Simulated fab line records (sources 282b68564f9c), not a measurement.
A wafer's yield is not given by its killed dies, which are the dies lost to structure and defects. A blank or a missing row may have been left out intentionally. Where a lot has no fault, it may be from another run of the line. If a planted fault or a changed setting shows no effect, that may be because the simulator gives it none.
Which tool is to blame?    flow rit_cmos    18 wafers from 6 lots sampled at 2 of the route's 202 steps

== WHAT EACH GAUGE READ, for each wafer ==
RIT_M1_RS_MEAS_01: measures by four-point-probe.
lot   measured     on             M1_AL_RS (ohm/sq)
L818  day 3 14:28  film_metro-04  0.0733 0.0731 0.0733
L820  day 3 20:49  film_metro-02  0.0716 0.0725 0.0725
L822  day 4 10:37  film_metro-04  0.0726 0.0735 0.0733
L826  day 5 09:26  film_metro-04  0.0737 0.0733 0.0738
L836  day 7 06:49  film_metro-02  0.0743 0.0739 0.0738
L840  day 8 04:43  film_metro-02  0.0720 0.0727 0.0723

== WHAT TOOL EACH LOT RAN ON (gives the tool, then ch and the chambers of the sampled wafers, and finally the start) ==
lot   RIT_M1_SPUTTER_00
L818  pvd_sputter-03, day 3 14:09
L820  pvd_sputter-03, day 3 20:29
L822  pvd_sputter-03, day 4 10:18
L826  pvd_sputter-03, day 5 09:07
L836  pvd_sputter-03, day 7 06:31
L840  pvd_sputter-03, day 8 04:25
- RIT_M1_SPUTTER_00: material Al, target thk 400 nm, time 500 s.

== THE ANSWER, worked out from the rows above alone ==
Rule: usual is defined by the lots themselves. The widest of any qualifying gaps counts: lots, ordered by their means at a reading, are off when they make up no more than a third of the lots, leave a main group of 4 or more, and stand apart from it by 3 or more times the standard deviation of that group's means. If all means in a main group match to the digits the tables above print for the reading, that group is not used. Also off: a lot with no number at a reading for which 4 or more lots have one. Where the step has rows for the other lots, those lots are counted as sound.
Across all readings shown, no lot is off: no conclusion can be drawn from this.

== WHAT THE SIMULATOR PUT IN ==
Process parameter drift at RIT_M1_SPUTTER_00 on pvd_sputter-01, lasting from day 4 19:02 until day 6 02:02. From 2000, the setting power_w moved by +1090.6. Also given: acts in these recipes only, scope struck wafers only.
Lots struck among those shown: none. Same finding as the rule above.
